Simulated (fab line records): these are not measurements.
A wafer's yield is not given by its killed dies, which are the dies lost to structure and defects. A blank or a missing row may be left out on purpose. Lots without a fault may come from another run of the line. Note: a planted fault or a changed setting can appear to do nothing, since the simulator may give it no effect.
fab line records | flow berkeleyCmos170
record lots=7 wafers=21 lastDay=13
route steps=331 shown PLDD@156 NLDD@158 SPACER@171 PSD@175
lots that met no fault: from a run of the same line without faults
startH: the number of hours between the record's first day and the start of the first shown wafer of the lot | waitH: hours from the lot's prior step to this one | " same as the row above | L1.1+2: several wafers, shown together as one row | - no value, or no start was given | * or withheld: withheld | < > ~ a bound
route shown NAME@n: NAME is a module with steps in the file, n the number in the route of the first one | usual: average and standard deviation across the fault-free wafers | same: alike in all rows | chamber/n: place in a boat | sites: each site's reading | _std_site: how widely they spread, as a standard deviation | _edge_site: the outer-site mean with the inner-site mean subtracted | radiusMm: for every site, how far away it sits from the centre of the wafer | mask NAME#n: copy n | behind: the last tool/chamber to shape the wafer | hold: the reason the lot was held/the length of the hold in hours/how it ended | device: names the non-switching transistor (n, p or np) | end of line: the tests these same wafers got at the end of their route | a step given without rows: its recipe and nothing more | killed: dies that structure and defects cost at the first sort, which is not the same as the wafer's yield | map: dies across one wafer; x = killed, . = not, _ = none there
set.NAME: the setting the step ran with; set.NAME@STEP: the setting that earlier step ran with | model.NAME: the simulator's own value behind a step, which no gauge read
lots at some steps of the route; a table a step, a row a wafer
services: the hour from which a tool's chamber was out of use, counted from the record's first day as startH (under 0 if before that day), plus the number of hours and why
## steps
# step UCB170_PLDD_TW_MEAS_11
# usual PLDD_TW=1016/9.1
# columns lot.wafer tool chamber startH waitH PLDD_TW
L845.2 filmMetro-04 - 210.65 0.1 1026
L845.3 " - " " 1033
L845.6 " - " " 1031
L842.2 filmMetro-01 - 212.16 0.1 1027
L842.3 " - " " 1025
L842.5 " - " " 1024
L844.2 filmMetro-03 - 212.40 0.1 1005
L844.5 " - " " 1001
L844.6 " - " " 1007
L846.1 filmMetro-01 - 212.75 0.1 1018
L846.2 " - " " 1021
L846.3 " - " " 1018
L847.1 filmMetro-01 - 225.88 0.1 1011
L847.3 " - " " 1014
L847.4 " - " " 1016
L853.4 filmMetro-04 - 239.12 0.1 1030
L853.5 " - " " 1024
L853.6 " - " " 1021
L859.1 filmMetro-03 - 274.66 0.1 1003
L859.2 " - " " 1004
L859.6 " - " " 1003
# step UCB170_PLDD_CLEAN_12
# recipe chemistry=SPM tempC=120 timeS=600
# step UCB170_NLDD_HMDS_00
# recipe primeTimeS=60 primeTempC=100
# step UCB170_NLDD_COAT_01
# recipe resist=KrF spinRpm=1500 resistThkNm=900
# step UCB170_NLDD_SOFTBAKE_02
# recipe resist=KrF tempC=130 timeS=60
# step UCB170_NLDD_EXPOSE_03
# recipe maskId=NSELECT na=0.5 sigmaOuter=0.6 sourceShape=conventional targetCdNm=1200 doseMj=30
# step UCB170_NLDD_PEB_04
# recipe pebTempC=130 pebTimeS=withheld resist=KrF
# step UCB170_NLDD_DEVELOP_05
# recipe developer=TMAH developTimeS=45 resist=KrF devTempC=21
# step UCB170_NLDD_CD_MEAS_06
# recipe targetCdNm=1200
# usual cdNm=1200.2/1.5
# columns lot.wafer tool chamber startH waitH cdNm
L845.2 cdSem-02 - 212.59 - 1202.1
L845.3 " - " " 1201.2
L845.6 " - " " 1202.1
L842.2 cdSem-02 - 215.43 - 1199.0
L842.3 " - " " 1198.5
L842.5 " - " " 1198.7
L844.2 cdSem-01 - 215.45 - 1200.6
L844.5 " - " " 1201.9
L844.6 " - " " 1202.0
L846.1 cdSem-02 - 216.47 - 1199.8
L846.2 " - " " 1200.1
L846.3 " - " " 1199.3
L847.1 cdSem-02 - 226.98 - 1202.0
L847.3 " - " " 1202.6
L847.4 " - " " 1203.5
L853.4 cdSem-01 - 241.86 - 1200.1
L853.5 " - " " 1199.5
L853.6 " - " " 1199.0
L859.1 cdSem-02 - 277.72 - 1199.9
L859.2 " - " " 1199.2
L859.6 " - " " 1200.1
# step UCB170_NLDD_OVL_MEAS_07
# usual NLDD_OVL=-3/6.2
# columns lot.wafer tool chamber startH waitH NLDD_OVL[nm]
L845.2 overlay-02 - 212.69 0.1 -8
L845.3 " - " " -12
L845.6 " - " " -1
L842.2 overlay-02 - 215.53 0.1 -3
L842.3 " - " " -8
L842.5 " - " " -8
L844.2 overlay-02 - 215.57 0.1 -3
L844.5 " - " " -8
L844.6 " - " " -3
L846.1 overlay-02 - 216.59 0.1 7
L846.2 " - " " -4
L846.3 " - " " 8
L847.1 overlay-01 - 227.10 0.1 -5
L847.3 " - " " -5
L847.4 " - " " -2
L853.4 overlay-02 - 241.94 0.1 -8
L853.5 " - " " -12
L853.6 " - " " -6
L859.1 overlay-02 - 277.84 0.1 7
L859.2 " - " " 6
L859.6 " - " " 7
# step UCB170_NLDD_IMPLANT_08
# recipe species=As doseCm2=5e+13 energyKev=30 tiltDeg=7 rotationDeg=0
# step UCB170_NLDD_IMPLANT_09
# recipe species=As doseCm2=5e+13 energyKev=30 tiltDeg=7 rotationDeg=180
# step UCB170_NLDD_STRIP_10
# recipe chemistry=O2 powerW=400 pressureMtorr=3500 platenTempC=withheld o2FlowSccm=400 overashFraction=0.5
# usual chamberPressureMTorr=3500/3.4 drypumpMotorCurrentA=5.6/0.57 o2FlowSccm=399.7/1.5 oesProductAu=0.734/0.0047 stripTimeToEndpointS=21.62/0.059
# columns lot.wafer tool chamber startH waitH chamberPressureMTorr drypumpMotorCurrentA o2FlowSccm oesProductAu rfHoursCounterH stripTimeToEndpointS model.KrF_of_NLDD_COAT_01.thkNm
L845.2 plasmaAsher-02 1 213.02 0.1 3494 5.7 397.5 0.735 37 21.61 0
L845.3 " 0 " " 3502 4.8 399.8 0.739 - 21.63 0
L845.6 " 0 " " 3499 4.8 399.8 0.733 - 21.63 0
L842.2 plasmaAsher-03 1 215.86 0.1 - - - - - - 880.6
L842.3 " 0 " " - - - - - - 882.1
L842.5 " 1 " " - - - - - - 882.7
L844.2 plasmaAsher-02 0 215.90 0.1 - - - - - - 886.1
L844.5 " 1 " " - - - - - - 886
L844.6 " 0 " " - - - - - - 885.1
L846.1 plasmaAsher-04 1 216.92 0.1 - - - - - - 885
L846.2 " 0 " " - - - - - - 889.1
L846.3 " 0 " " - - - - - - 887.1
L847.1 plasmaAsher-02 1 227.44 0.1 3501 5.7 399.6 0.733 39 21.70 0
L847.3 " 0 " " 3501 4.8 398.7 0.726 - 21.68 0
L847.4 " 1 " " 3503 5.7 400.6 0.732 - 21.76 0
L853.4 plasmaAsher-03 1 242.29 0.1 3500 6.5 398.0 0.731 - 21.64 0
L853.5 " 0 " " 3494 5.2 398.2 0.736 - 21.72 0
L853.6 " 1 " " 3496 6.5 400.3 0.736 - 21.61 0
L859.1 plasmaAsher-03 1 278.18 0.1 3499 6.5 401.3 0.729 59 21.61 0
L859.2 " 0 " " 3499 5.2 399.3 0.741 59 21.65 0
L859.6 " 0 " " 3503 5.2 401.2 0.726 - 21.54 0
# step UCB170_NLDD_TW_MEAS_11
# usual NLDD_TW=2233/19
# columns lot.wafer tool chamber startH waitH NLDD_TW
L845.2 filmMetro-03 - 213.13 0.1 2215
L845.3 " - " " 2205
L845.6 " - " " 2221
L842.2 filmMetro-04 - 215.97 0.1 2268
L842.3 " - " " 2270
L842.5 " - " " 2260
L844.2 filmMetro-03 - 216.01 0.1 2209
L844.5 " - " " 2208
L844.6 " - " " 2210
L846.1 filmMetro-01 - 217.02 0.1 2229
L846.2 " - " " 2219
L846.3 " - " " 2222
L847.1 filmMetro-01 - 227.56 0.1 2221
L847.3 " - " " 2214
L847.4 " - " " 2219
L853.4 filmMetro-04 - 242.39 0.1 2246
L853.5 " - " " 2243
L853.6 " - " " 2241
L859.1 filmMetro-01 - 278.28 0.1 2238
L859.2 " - " " 2241
L859.6 " - " " 2254
# step UCB170_NLDD_CLEAN_12
# recipe chemistry=SPM tempC=120 timeS=600
# step UCB170_SPACER_CVD_00
# recipe material=SiO2 targetThkNm=376 tempC=390 precursor=TEOS/O2 timeS=47 rfW=550 pressureMtorr=9000
# usual heaterPowerW=262/55 pressureMtorr=9002/18
# columns lot.wafer tool chamber startH waitH heaterPowerW pressureMtorr
L845.2 pecvd-04 1 213.36 0.0 304 8995
L845.3 " 2 " " 284 9015
L845.6 " 0 " " 218 9029
L842.2 pecvd-03 2 216.37 0.0 368 8996
L842.3 " 1 " " 249 9005
L842.5 " 2 " " 370 8970
L844.2 pecvd-04 1 216.72 0.0 245 8993
L844.5 " 0 " " 177 8996
L844.6 " 1 " " 261 8999
L846.1 pecvd-01 2 218.24 0.0 188 9043
L846.2 " 1 " " 192 8997
L846.3 " 0 " " 294 9000
L847.1 pecvd-04 1 227.82 0.0 278 8974
L847.3 " 2 " " 283 8981
L847.4 " 1 " " 291 9000
L853.4 pecvd-03 1 242.68 0.0 225 8999
L853.5 " 2 " " 374 8990
L853.6 " 0 " " 255 9000
L859.1 pecvd-04 1 278.57 0.0 315 9016
L859.2 " 2 " " 224 9011
L859.6 " 1 " " 320 9022
# step UCB170_SPACER_THK_MEAS_01
# recipe reads=SiO2_of_SPACER_CVD_00
# usual SPACER_TEOS_THK=378/4.3
# columns lot.wafer tool chamber startH waitH SPACER_TEOS_THK[nm]
L845.2 filmMetro-02 - 213.41 0.0 371
L845.3 " - " " 373
L845.6 " - " " 378
L842.2 filmMetro-03 - 216.43 0.0 377
L842.3 " - " " 373
L842.5 " - " " 382
L844.2 filmMetro-03 - 216.78 0.0 374
L844.5 " - " " 382
L844.6 " - " " 382
L846.1 filmMetro-01 - 218.28 0.0 376
L846.2 " - " " 377
L846.3 " - " " 373
L847.1 filmMetro-03 - 227.87 0.0 372
L847.3 " - " " 371
L847.4 " - " " 377
L853.4 filmMetro-02 - 242.73 0.0 378
L853.5 " - " " 381
L853.6 " - " " 381
L859.1 filmMetro-02 - 278.62 0.0 369
L859.2 " - " " 375
L859.6 " - " " 372
# step UCB170_SPACER_ANNEAL_02
# recipe tempC=900 timeS=1800 ambient=N2
# step UCB170_SPACER_ETCHBACK_03
# recipe stopOn=Si target=SiO2 chemistry=CHF3/CF4/Ar CHF3_flow_sccm=50 cf4FlowSccm=10 Ar_flow_sccm=120 pressureMtorr=200 rfW=500 targetDepthA=3760 timeS=100
# usual drypumpMotorCurrentA=5.9/0.45 mfcArSccm=120.0/0.37 oesProductAu=0.908/0.016 throttleValvePct=6.47/0.1
# columns lot.wafer tool chamber startH waitH drypumpMotorCurrentA mfcArSccm oesProductAu rfHoursCounterH throttleValvePct
L845.2 rieDiel-01 0 217.22 0.0 5.9 119.3 0.908 1 6.66
L845.3 " 2 " " 6.5 120.1 0.897 82 6.51
L845.6 " 1 " " 6.0 119.6 0.897 - 6.44
L842.2 rieDiel-01 3 221.19 0.0 5.8 120.7 0.875 11 6.35
L842.3 " 0 " " 5.9 120.0 0.916 2 6.67
L842.5 " 0 " " 5.9 120.3 0.924 - 6.67
L844.2 rieDiel-02 2 221.19 0.0 6.3 120.1 0.922 10 6.48
L844.5 " 2 " " 6.3 120.5 0.938 - 6.48
L844.6 " 3 " " 5.6 120.1 0.921 - 6.49
L846.1 rieDiel-03 3 221.19 0.0 5.7 119.7 0.905 21 6.51
L846.2 " 2 " " 6.2 120.5 0.903 120 6.36
L846.3 " 1 " " 5.9 120.3 0.894 7 6.61
L847.1 rieDiel-03 1 234.03 0.0 5.9 120.5 0.891 8 6.61
L847.3 " 2 " " 6.2 119.9 0.882 120 6.36
L847.4 " 3 " " 5.7 120.1 0.904 22 6.51
L853.4 rieDiel-02 3 246.26 0.1 5.6 120.0 0.922 91 6.50
L853.5 " 3 " " 5.6 120.0 0.926 - 6.50
L853.6 " 0 " " 5.0 120.0 0.896 - 6.48
L859.1 rieDiel-02 0 281.83 0.0 5.0 119.6 0.877 17 6.49
L859.2 " 1 " " 6.5 120.0 0.912 113 6.41
L859.6 " 0 " " 5.0 119.6 0.880 - 6.49
# step UCB170_PSD_HMDS_00
# recipe primeTimeS=60 primeTempC=100
# step UCB170_PSD_COAT_01
# recipe resist=KrF spinRpm=1500 resistThkNm=900
# step UCB170_PSD_SOFTBAKE_02
# recipe resist=KrF tempC=130 timeS=60
# step UCB170_PSD_EXPOSE_03
# recipe maskId=PSELECT_MOD na=0.5 sigmaOuter=0.6 sourceShape=conventional targetCdNm=1200 doseMj=30
# step UCB170_PSD_PEB_04
# recipe pebTempC=130 pebTimeS=withheld resist=KrF
# step UCB170_PSD_DEVELOP_05
# recipe developer=TMAH developTimeS=45 resist=KrF devTempC=21
# step UCB170_PSD_CD_MEAS_06
# recipe targetCdNm=1200
# usual cdNm=1199.7/1.5
# columns lot.wafer tool chamber startH waitH cdNm
L845.2 cdSem-01 - 219.05 - 1197.9
L845.3 " - " " 1197.3
L845.6 " - " " 1196.5
L842.2 cdSem-02 - 222.12 - 1200.0
L842.3 " - " " 1201.5
L842.5 " - " " 1201.4
L846.1 cdSem-01 - 222.34 - 1198.8
L846.2 " - " " 1198.6
L846.3 " - " " 1199.1
L844.2 cdSem-02 - 222.48 - 1201.0
L844.5 " - " " 1199.9
L844.6 " - " " 1199.5
L847.1 cdSem-02 - 236.13 - 1199.4
L847.3 " - " " 1199.7
L847.4 " - " " 1199.4
L853.4 cdSem-01 - 248.93 - 1200.0
L853.5 " - " " 1199.3
L853.6 " - " " 1198.3
L859.1 cdSem-02 - 283.17 - 1201.9
L859.2 " - " " 1202.8
L859.6 " - " " 1201.9
# step UCB170_PSD_OVL_MEAS_07
# usual PSD_OVL=3/5.8
# columns lot.wafer tool chamber startH waitH PSD_OVL[nm]
L845.2 overlay-01 - 219.16 0.1 3
L845.3 " - " " 4
L845.6 " - " " -2
L842.2 overlay-01 - 222.23 0.1 14
L842.3 " - " " 4
L842.5 " - " " 6
L846.1 overlay-02 - 222.46 0.1 -6
L846.2 " - " " 2
L846.3 " - " " -5
L844.2 overlay-01 - 222.59 0.1 -2
L844.5 " - " " 8
L844.6 " - " " -3
L847.1 overlay-02 - 236.25 0.1 9
L847.3 " - " " 6
L847.4 " - " " 3
L853.4 overlay-02 - 249.01 0.1 -4
L853.5 " - " " -2
L853.6 " - " " -1
L859.1 overlay-02 - 283.29 0.1 3
L859.2 " - " " -2
L859.6 " - " " 3
# step UCB170_PSD_IMPLANT_08
# recipe species=B doseCm2=3e+15 energyKev=20 tiltDeg=7
# step UCB170_PSD_STRIP_09
# recipe chemistry=O2 powerW=400 pressureMtorr=3500 platenTempC=withheld o2FlowSccm=400 overashFraction=0.5
# usual chamberPressureMTorr=3500/3.2 drypumpMotorCurrentA=5.4/0.55 o2FlowSccm=399.9/1.2 oesProductAu=0.599/0.0042 stripTimeToEndpointS=29.37/0.085
# columns lot.wafer tool chamber startH waitH chamberPressureMTorr drypumpMotorCurrentA o2FlowSccm oesProductAu rfHoursCounterH stripTimeToEndpointS
L845.2 plasmaAsher-01 1 219.34 0.1 3498 5.3 399.4 0.599 49 29.39
L845.3 " 0 " " 3501 5.0 399.9 0.595 - 29.36
L845.6 " 1 " " 3499 5.3 399.6 0.605 - 29.26
L842.2 plasmaAsher-03 0 222.41 0.1 3504 5.2 399.4 0.661 52 55.43
L842.3 " 1 " " 3499 6.4 399.0 0.666 - 55.53
L842.5 " 0 " " 3500 5.2 399.7 0.666 - 55.44
L846.1 plasmaAsher-02 0 222.65 0.1 3508 4.8 399.9 0.660 39 55.47
L846.2 " 1 " " 3501 5.7 401.9 0.674 39 55.71
L846.3 " 1 " " 3497 5.7 402.8 0.662 - 55.53
L844.2 plasmaAsher-01 0 222.77 0.1 3502 5.0 399.4 0.668 49 55.52
L844.5 " 1 " " 3497 5.3 398.9 0.659 - 55.37
L844.6 " 0 " " 3501 5.0 398.8 0.664 - 55.46
L847.1 plasmaAsher-01 0 236.43 0.1 3496 5.0 402.7 0.598 51 29.46
L847.3 " 0 " " 3500 5.0 401.3 0.606 - 29.58
L847.4 " 1 " " 3501 5.3 400.0 0.596 - 29.49
L853.4 plasmaAsher-02 0 249.21 0.1 3500 4.8 400.0 0.596 - 29.36
L853.5 " 0 " " 3500 4.8 399.9 0.600 - 29.48
L853.6 " 1 " " 3502 5.7 399.2 0.598 - 29.48
L859.1 plasmaAsher-03 1 283.48 0.1 3504 6.5 399.4 0.598 60 29.24
L859.2 " 0 " " 3500 5.2 398.2 0.592 60 29.33
L859.6 " 1 " " 3506 6.5 400.9 0.601 - 29.34
# step UCB170_PSD_TW_MEAS_10
# usual PSD_TW=2346/20
# columns lot.wafer tool chamber startH waitH PSD_TW
L845.2 filmMetro-01 - 219.45 0.1 2344
L845.3 " - " " 2336
L845.6 " - " " 2338
L842.2 filmMetro-04 - 222.52 0.1 31
L842.3 " - " " 30
L842.5 " - " " 30
L846.1 filmMetro-04 - 222.75 0.1 30
L846.2 " - " " 30
L846.3 " - " " 31
L844.2 filmMetro-03 - 222.88 0.1 30
L844.5 " - " " 30
L844.6 " - " " 30
L847.1 filmMetro-03 - 236.53 0.1 2324
L847.3 " - " " 2333
L847.4 " - " " 2329
L853.4 filmMetro-01 - 249.31 0.1 2351
L853.5 " - " " 2350
L853.6 " - " " 2337
L859.1 filmMetro-04 - 283.58 0.1 2370
L859.2 " - " " 2358
L859.6 " - " " 2355
# step UCB170_PSD_CLEAN_11
# recipe chemistry=SPM tempC=120 timeS=600
## services
# columns tool chamber startH hours kind
plasmaAsher-04 - 195.97 0.4 repair
pecvd-01 - 201.47 0.6 repair
rieDiel-03 0 205.16 - clean
rieDiel-03 0 205.16 26.5 scheduledDown
rieDiel-03 0 205.16 26.5 ventCycle
plasmaAsher-04 - 228.22 4.3 repair
plasmaAsher-03 - 242.39 0.5 repair
pecvd-04 - 242.50 14.0 pm
pecvd-04 0 242.50 14.0 ventCycle
pecvd-04 1 242.50 14.0 ventCycle
pecvd-04 2 242.50 14.0 ventCycle
pecvd-04 0 256.50 - clean
pecvd-04 1 256.50 - clean
pecvd-04 2 256.50 - clean
pecvd-01 - 262.37 0.9 repair
pecvd-04 - 280.16 0.3 repair
## key
firstSign step=UCB170_NLDD_STRIP_10 reading=toolRecord direction=missing
effect step=UCB170_PSD_STRIP_09 reading=stripTimeToEndpointS direction=up sigmas=99+ usual=* struck=*
effect step=UCB170_PSD_TW_MEAS_10 reading=PSD_TW direction=down sigmas=99+ usual=2346 struck=30
modelEffect step=UCB170_NLDD_STRIP_10 value=KrF_of_NLDD_COAT_01.thkNm without=0 struck=884.9
metAt UCB170_NLDD_STRIP_10
struckWafers L842.2,L842.3,L842.5,L844.2,L844.5,L844.6,L846.1,L846.2,L846.3
sortLeftOut L842.2,L842.3,L842.5,L844.2,L844.5,L844.6,L846.1,L846.2,L846.3
testerLeftOut L842,L844,L846
onsetBetween 213.02 215.86
fault kind=skippedStepWhole tool=plasmaAsher-02,plasmaAsher-03,plasmaAsher-04 chamber=- onsetH=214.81 steps=UCB170_NLDD_STRIP_10 scope=struckLotsOnly
# testerLeftOut: of these lots the tester's yield and bins aren't shown, on N5 and GAA mostly nor the transistor test; their killed dies are dies lost to structure and defects alone, not to doping, threshold or leakage, so they don't give the yield
# sortLeftOut: the simulated sort isn't trusted on such a fault, so these wafers' sort isn't shown, and their yield isn't known
